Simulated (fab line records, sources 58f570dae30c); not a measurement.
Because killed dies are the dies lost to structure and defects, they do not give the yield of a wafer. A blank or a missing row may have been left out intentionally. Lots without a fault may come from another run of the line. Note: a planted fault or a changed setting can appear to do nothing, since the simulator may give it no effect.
What tool caused it? | flow berkeley cmos170 | route of 331 steps, sampled at 1 step: 7 lots, 21 wafers

== WHAT EACH GAUGE READ, for each wafer ==
UCB170_START_THK_MEAS_03.
lot  | measured    | on            | START_OXIDE_THK (nm)
L584 | day 2 08:04 | film metro-04 | 20.1 19.8 19.9
L585 | day 2 18:34 | film metro-01 | 20.0 20.0 19.9
L587 | day 3 05:20 | film metro-02 | 20.0 20.5 20.3
L592 | day 4 00:06 | film metro-04 | 20.3 20.3 20.5
L595 | day 4 19:18 | film metro-01 | 19.7 19.7 19.9
L597 | day 5 04:32 | film metro-02 | 19.9 19.8 19.8
L603 | day 6 11:46 | film metro-04 | 20.7 20.5 20.3

== TOOL THAT RAN EACH LOT (tool first, then ch and the chambers of the sampled wafers, then the start) ==
No process step before these readings appears in the record.

== THE ANSWER, worked out from the rows above alone ==
Rule: the usual values come from the lots themselves. The widest of any qualifying gaps counts: lots, ordered by their means at a reading, are off when they make up no more than a third of the lots, leave a main group of 4 or more, and stand apart from it by 3 or more times the standard deviation of that group's means. Not used: any main group whose means are identical at the precision the tables above print for the reading. A lot without any number at a reading at which 4 lots or more have one is off too. The other lots that the step has rows for count as sound.
No lot is off on any of the readings shown, so nothing can be concluded from this.

== WHAT THE SIMULATOR HAD PUT IN ==
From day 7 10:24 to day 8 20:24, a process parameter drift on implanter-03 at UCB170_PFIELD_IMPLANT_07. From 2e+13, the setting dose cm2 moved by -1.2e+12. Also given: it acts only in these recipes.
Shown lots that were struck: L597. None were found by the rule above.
